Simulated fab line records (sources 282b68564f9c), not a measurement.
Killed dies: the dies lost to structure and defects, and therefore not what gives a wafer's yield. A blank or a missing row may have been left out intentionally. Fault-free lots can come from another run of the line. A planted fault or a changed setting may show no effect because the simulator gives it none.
fab line records | flow ritCmos
[record] lots = 12 | wafers = 36 | lastDay = 8
route steps=202 shown NWELL@38 NLDD@110 M1@194
lots that met no fault: taken from a fault-free run of the same line
startH: hours from the record's first day to the start of the lot's first wafer shown | waitH: how many hours have passed since the lot's step before this one | " identical to the entry in the row above | L1.1+2: a row that stands for several wafers | - no value, or no start given | * or withheld: withheld | < > ~ a bound
route shown NAME@n: NAME is a module with steps in the file, n the number in the route of the first one | usual: the fault-free wafers' mean and standard deviation | same: alike in all rows | chamber/n: place in a boat | sites: per-site readings | _std_site: standard deviation of those values | _edge_site: outer sites' mean less inner sites' | radiusMm: how far each site lies from the wafer's centre | mask NAME#n: copy n | behind: the tool/chamber that last shaped the wafer | hold: why the lot was held/for how many hours/how that ended | device: transistor that didn't switch, given as n, p or np | end of line: tests of these same wafers at the route's end | where a step has no rows: the recipe by itself | killed: the dies lost at the first sort to structure and to defects; this is not the yield of the wafer | map: a wafer's dies, marking killed ones x, the rest . and places with no die _
set.NAME: the setting that was run; set.NAME@STEP: the one run at that earlier step | model.NAME: the simulator's own value behind a step, which no gauge read
the route's steps for a sample of lots (tables are steps, rows are wafers)
services: a tool's chamber out of use, with start hour (startH, from the record's first day; less than 0 if before it), hours out, and reason
[[steps]]
[step RIT_NWELL_TW_MEAS_10]
[usual] NWELL_TW = 2141/20
lot.wafer | tool         | chamber | startH | waitH | NWELL_TW
L141.1    | filmMetro-02 | -       | 29.73  | 0.1   | 2139
L141.2    | "            | -       | "      | "     | 2134
L141.6    | "            | -       | "      | "     | 2134
L142.2    | filmMetro-02 | -       | 31.49  | 0.1   | 2132
L142.4    | "            | -       | "      | "     | 2143
L142.6    | "            | -       | "      | "     | 2144
L149.2    | filmMetro-04 | -       | 63.15  | 0.1   | 2113
L149.3    | "            | -       | "      | "     | 2118
L149.4    | "            | -       | "      | "     | 2126
L151.1    | filmMetro-04 | -       | 72.12  | 0.1   | 2119
L151.2    | "            | -       | "      | "     | 2132
L151.6    | "            | -       | "      | "     | 2127
L153.3    | filmMetro-03 | -       | 82.66  | 0.1   | 2163
L153.4    | "            | -       | "      | "     | 2168
L153.5    | "            | -       | "      | "     | 2166
L154.4    | filmMetro-02 | -       | 87.80  | 0.1   | 2132
L154.5    | "            | -       | "      | "     | 2141
L154.6    | "            | -       | "      | "     | 2150
L156.1    | filmMetro-03 | -       | 97.46  | 0.1   | 2135
L156.2    | "            | -       | "      | "     | 2141
L156.3    | "            | -       | "      | "     | 2154
L160.1    | filmMetro-04 | -       | 118.85 | 0.1   | 2112
L160.5    | "            | -       | "      | "     | 2108
L160.6    | "            | -       | "      | "     | 2106
L161.1    | filmMetro-04 | -       | 123.81 | 0.1   | 2132
L161.3    | "            | -       | "      | "     | 2133
L161.4    | "            | -       | "      | "     | 2129
L162.1    | filmMetro-02 | -       | 131.52 | 0.1   | 2166
L162.5    | "            | -       | "      | "     | 2160
L162.6    | "            | -       | "      | "     | 2146
L163.4    | filmMetro-04 | -       | 138.92 | 0.1   | 2128
L163.5    | "            | -       | "      | "     | 2116
L163.6    | "            | -       | "      | "     | 2124
L164.1    | filmMetro-03 | -       | 144.21 | 0.1   | 2152
L164.4    | "            | -       | "      | "     | 2151
L164.6    | "            | -       | "      | "     | 2165
[step RIT_NLDD_HARDBAKE_07]
[recipe] resist = NOVOLAK | tempC = 140 | timeS = 60
[usual] heaterPowerTotalW = 62.54/0.05 | plateTempC = 139.99/0.17
[same] timeS = 60
lot.wafer | tool          | chamber | startH | waitH | heaterPowerTotalW | plateTempC
L141.1    | lithoTrack-04 | 0       | 52.19  | 0.1   | 62.65             | 139.87
L141.2    | "             | 0       | "      | "     | 62.48             | 139.98
L141.6    | "             | 0       | "      | "     | 62.55             | 140.28
L142.2    | lithoTrack-02 | 0       | 52.68  | 0.0   | 62.45             | 139.76
L142.4    | "             | 0       | "      | "     | 62.56             | 139.85
L142.6    | "             | 0       | "      | "     | 62.47             | 139.58
L149.2    | lithoTrack-02 | 0       | 82.91  | 0.0   | 65.95             | 145.56
L149.3    | "             | 0       | "      | "     | 65.95             | 145.73
L149.4    | "             | 0       | "      | "     | 65.89             | 145.75
L151.1    | lithoTrack-02 | 0       | 93.29  | 0.0   | 65.92             | 146.11
L151.2    | "             | 0       | "      | "     | 65.89             | 145.99
L151.6    | "             | 0       | "      | "     | 65.97             | 145.73
L153.3    | lithoTrack-04 | 0       | 103.82 | 0.1   | 62.60             | 140.15
L153.4    | "             | 0       | "      | "     | 62.57             | 140.17
L153.5    | "             | 0       | "      | "     | 62.56             | 140.04
L154.4    | lithoTrack-04 | 0       | 111.06 | 0.1   | 62.64             | 140.13
L154.5    | "             | 0       | "      | "     | 62.49             | 140.09
L154.6    | "             | 0       | "      | "     | 62.64             | 139.88
L156.1    | lithoTrack-03 | 0       | 120.57 | 0.0   | 62.53             | 140.27
L156.2    | "             | 0       | "      | "     | 62.48             | 140.25
L156.3    | "             | 0       | "      | "     | 62.57             | 140.33
L160.1    | lithoTrack-04 | 0       | 147.85 | 0.0   | 62.50             | 139.97
L160.5    | "             | 0       | "      | "     | 62.57             | 139.95
L160.6    | "             | 0       | "      | "     | 62.51             | 139.99
L161.1    | lithoTrack-02 | 0       | 151.84 | 0.0   | 62.38             | 139.84
L161.3    | "             | 0       | "      | "     | 62.56             | 139.78
L161.4    | "             | 0       | "      | "     | 62.49             | 139.96
L162.1    | lithoTrack-04 | 0       | 158.75 | 0.0   | 62.54             | 139.92
L162.5    | "             | 0       | "      | "     | 62.50             | 139.96
L162.6    | "             | 0       | "      | "     | 62.53             | 140.00
L163.4    | lithoTrack-03 | 0       | 166.64 | 0.1   | 62.59             | 139.94
L163.5    | "             | 0       | "      | "     | 62.55             | 140.04
L163.6    | "             | 0       | "      | "     | 62.57             | 139.82
L164.1    | lithoTrack-04 | 0       | 169.55 | 0.0   | 62.49             | 139.81
L164.4    | "             | 0       | "      | "     | 62.60             | 140.09
L164.6    | "             | 0       | "      | "     | 62.51             | 140.14
[step RIT_M1_OVL_MEAS_10]
[usual] M1_OVL = -0.7/1.4
lot.wafer | tool       | chamber | startH | waitH | M1_OVL[nm]
L141.1    | overlay-02 | -       | 65.28  | 0.1   | -3.5
L141.2    | "          | -       | "      | "     | -1.2
L141.6    | "          | -       | "      | "     | -2.1
L142.2    | overlay-01 | -       | 67.46  | 0.1   | -0.4
L142.4    | "          | -       | "      | "     | -0.4
L142.6    | "          | -       | "      | "     | 0.1
L149.2    | overlay-01 | -       | 97.52  | 0.1   | 0.6
L149.3    | "          | -       | "      | "     | 0.8
L149.4    | "          | -       | "      | "     | 0.8
L151.1    | overlay-01 | -       | 106.23 | 0.1   | -1.9
L151.2    | "          | -       | "      | "     | -1.3
L151.6    | "          | -       | "      | "     | -1.9
L153.3    | overlay-02 | -       | 116.65 | 0.1   | -1.7
L153.4    | "          | -       | "      | "     | -1.6
L153.5    | "          | -       | "      | "     | 1.4
L154.4    | overlay-02 | -       | 124.69 | 0.1   | -0.8
L154.5    | "          | -       | "      | "     | -3.1
L154.6    | "          | -       | "      | "     | -1.9
L156.1    | overlay-01 | -       | 133.11 | 0.1   | -0.9
L156.2    | "          | -       | "      | "     | -0.4
L156.3    | "          | -       | "      | "     | 0.3
L160.1    | overlay-01 | -       | 161.20 | 0.1   | -0.7
L160.5    | "          | -       | "      | "     | -3.0
L160.6    | "          | -       | "      | "     | -0.7
L161.1    | overlay-01 | -       | 164.48 | 0.1   | -0.5
L161.3    | "          | -       | "      | "     | -0.9
L161.4    | "          | -       | "      | "     | 0.4
L162.1    | overlay-02 | -       | 171.42 | 0.1   | -0.6
L162.5    | "          | -       | "      | "     | 0.4
L162.6    | "          | -       | "      | "     | -1.3
L163.4    | overlay-01 | -       | 180.69 | 0.1   | 0.5
L163.5    | "          | -       | "      | "     | -0.4
L163.6    | "          | -       | "      | "     | 0.0
L164.1    | overlay-02 | -       | 182.25 | 0.1   | -0.7
L164.4    | "          | -       | "      | "     | -1.3
L164.6    | "          | -       | "      | "     | -2.4
[step RIT_M1_STRIP_14]
[recipe] chemistry = O2 | timeS = 180 | platenTempC = withheld | powerW = 500 | pressureMtorr = 4000 | o2FlowSccm = 4000
[usual] drypumpMotorCurrentA = 5.7/0.47 | o2FlowSccm = 3999/12
[same] timeS = 180
lot.wafer | tool           | chamber | startH | waitH | drypumpMotorCurrentA | o2FlowSccm | rfHoursCounterH
L141.1    | plasmaAsher-04 | 1       | 65.91  | 0.0   | 6.3                  | 4007       | 41
L141.2    | "              | 0       | "      | "     | 6.1                  | 3989       | 41
L141.6    | "              | 0       | "      | "     | 6.1                  | 4000       | -
L142.2    | plasmaAsher-02 | 1       | 68.25  | 0.0   | 5.6                  | 4007       | 43
L142.4    | "              | 0       | "      | "     | 5.5                  | 4011       | -
L142.6    | "              | 0       | "      | "     | 5.5                  | 4010       | -
L149.2    | plasmaAsher-02 | 1       | 98.14  | 0.0   | 5.7                  | 3986       | 47
L149.3    | "              | 0       | "      | "     | 5.5                  | 3994       | -
L149.4    | "              | 1       | "      | "     | 5.6                  | 4000       | -
L151.1    | plasmaAsher-04 | 1       | 106.86 | 0.0   | 6.3                  | 4002       | 46
L151.2    | "              | 0       | "      | "     | 6.2                  | 4006       | 46
L151.6    | "              | 0       | "      | "     | 6.1                  | 3983       | -
L153.3    | plasmaAsher-01 | 1       | 117.34 | 0.1   | 5.0                  | 4015       | -
L153.4    | "              | 0       | "      | "     | 5.5                  | 3997       | -
L153.5    | "              | 0       | "      | "     | 5.5                  | 4007       | -
L154.4    | plasmaAsher-01 | 0       | 125.35 | 0.1   | 5.5                  | 3988       | -
L154.5    | "              | 1       | "      | "     | 5.0                  | 3999       | -
L154.6    | "              | 0       | "      | "     | 5.5                  | 4006       | -
L156.1    | plasmaAsher-02 | 0       | 133.73 | 0.0   | 5.5                  | 3991       | 51
L156.2    | "              | 1       | "      | "     | 5.6                  | 3993       | 51
L156.3    | "              | 0       | "      | "     | 5.5                  | 3995       | -
L160.1    | plasmaAsher-04 | 0       | 161.82 | 0.0   | 6.2                  | 4010       | 51
L160.5    | "              | 1       | "      | "     | 6.3                  | 4005       | -
L160.6    | "              | 0       | "      | "     | 6.2                  | 4020       | -
L161.1    | plasmaAsher-01 | 0       | 165.14 | 0.0   | 5.5                  | 4020       | 37
L161.3    | "              | 1       | "      | "     | 5.0                  | 3993       | -
L161.4    | "              | 0       | "      | "     | 5.5                  | 4008       | -
L162.1    | plasmaAsher-04 | 0       | 172.04 | 0.0   | 6.1                  | 3991       | 52
L162.5    | "              | 1       | "      | "     | 6.3                  | 3998       | -
L162.6    | "              | 0       | "      | "     | 6.2                  | 3990       | -
L163.4    | plasmaAsher-01 | 1       | 181.35 | 0.1   | 4.9                  | 4007       | -
L163.5    | "              | 0       | "      | "     | 5.6                  | 4009       | -
L163.6    | "              | 1       | "      | "     | 5.0                  | 4005       | -
L164.1    | plasmaAsher-02 | 1       | 182.87 | 0.0   | 5.6                  | 3967       | 56
L164.4    | "              | 0       | "      | "     | 5.5                  | 3993       | -
L164.6    | "              | 0       | "      | "     | 5.5                  | 3980       | -
[step RIT_M1_PROBE_99]
[usual] killed_at_M0_to_M3 = 0.0/0.12 | killedAtContacts = 0.0/0.2 | killedAtFrontEnd = 7/3 | killedDies = 7/3 | killedOpen = 3.4/1.8 | killedShort = 3.8/2.1
[same] grossDies = 264 | killed_at_M4_up = 0 | killedAtBackSide = 0 | killedAtOther = 0
lot.wafer | tool      | chamber | startH | waitH | killed_at_M0_to_M3 | killedAtContacts | killedAtFrontEnd | killedDies | killedOpen | killedShort
L142.2    | prober-02 | -       | 70.21  | 0.1   | 0                  | 0                | 14               | 14         | 7          | 7
L142.4    | prober-02 | -       | 70.31  | 0.2   | 0                  | 0                | 8                | 8          | 3          | 5
L142.6    | prober-02 | -       | 70.41  | 0.2   | 0                  | 0                | 6                | 6          | 2          | 4
L153.3    | prober-02 | -       | 119.29 | 0.2   | 0                  | 0                | 9                | 9          | 6          | 3
L153.4    | prober-02 | -       | 119.34 | 0.2   | 0                  | 0                | 13               | 13         | 5          | 8
L153.5    | prober-02 | -       | 119.39 | 0.2   | 0                  | 1                | 8                | 9          | 5          | 4
L163.4    | prober-02 | -       | 183.36 | 0.2   | 0                  | 0                | 7                | 7          | 3          | 4
L163.5    | prober-02 | -       | 183.41 | 0.2   | 0                  | 0                | 2                | 2          | 2          | 0
L163.6    | prober-02 | -       | 183.46 | 0.2   | 0                  | 0                | 5                | 5          | 2          | 3
// killed by level:class
L142.2 GATE:geometricParticle:open=4 GATE:geometricParticle:short=4 SILICIDE:geometricParticle:short=2 FOX1:geometricParticle:open=1 REOX:geometricParticle:open=1 SPACER:geometricParticle:short=1 SPACER:geometricParticle:open=1
L142.4 GATE:geometricParticle:short=2 SPACER:geometricParticle:open=2 SPACER:geometricParticle:short=2 SILICIDE:geometricParticle:short=1 SILICIDE:geometricParticle:open=1
L142.6 REOX:geometricParticle:short=2 FOX1:geometricParticle:open=1 GATE:geometricParticle:short=1 REOX:geometricParticle:open=1 SPACER:geometricParticle:short=1
L153.3 FOX1:geometricParticle:open=3 GATE:geometricParticle:short=2 GATE:geometricParticle:open=2 SPACER:geometricParticle:open=1 SILICIDE:geometricParticle:short=1
L153.4 GATE:geometricParticle:short=3 FOX1:geometricParticle:short=2 GATE:geometricParticle:open=2 SPACER:geometricParticle:short=2 ACTIVE:geometricParticle:open=1 FOX1:geometricParticle:open=1 SPACER:geometricParticle:open=1 SILICIDE:geometricParticle:short=1
L153.5 GATE:geometricParticle:open=3 FOX1:geometricParticle:open=1 FOX2:geometricParticle:short=1 GATE:geometricParticle:short=1 SPACER:geometricParticle:open=1 SPACER:geometricParticle:short=1 CONTACT:geometricParticle:short=1
L163.4 FOX1:geometricParticle:open=1 FOX1:geometricParticle:short=1 FOX2:geometricParticle:short=1 FOX2:geometricParticle:open=1 SPACER:geometricParticle:short=1 SILICIDE:geometricParticle:short=1 SILICIDE:geometricParticle:open=1
L163.5 SILICIDE:geometricParticle:open=2
L163.6 FOX1:geometricParticle:short=1 FOX2:geometricParticle:open=1 GATE:geometricParticle:short=1 SPACER:geometricParticle:open=1 SILICIDE:geometricParticle:short=1
[[services]]
tool           | chamber | startH | hours | kind
plasmaAsher-04 | -       | 78.88  | 2.8   | pm
plasmaAsher-01 | -       | 136.21 | 0.6   | repair
[[key]]
[firstSign] step = RIT_NLDD_HARDBAKE_07 | reading = heaterPowerTotalW | direction = up | sigmas = 68 | usual = 62.54 | struck = 65.93
[effect] step = RIT_NLDD_HARDBAKE_07 | reading = plateTempC | direction = up | sigmas = 35 | usual = * | struck = *
metAt RIT_NLDD_HARDBAKE_07
struckLots L149,L151
testerLeftOut L149,L151
notActingAt RIT_NWELL_TW_MEAS_10,RIT_M1_OVL_MEAS_10,RIT_M1_STRIP_14
onsetBetween 52.68 82.91
[fault] kind = processParameterDrift | tool = lithoTrack-02 | chamber = - | onsetH = 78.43 | steps = RIT_NLDD_HARDBAKE_07 | channel = tempC | offset = * | shape = step | endH = 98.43 | actsIn = * | stated = *
// testerLeftOut: of these lots the tester's yield and bins aren't shown, on N5 and GAA mostly nor the transistor test; their killed dies are dies lost to structure and defects alone, not to doping, threshold or leakage, so they don't give the yield
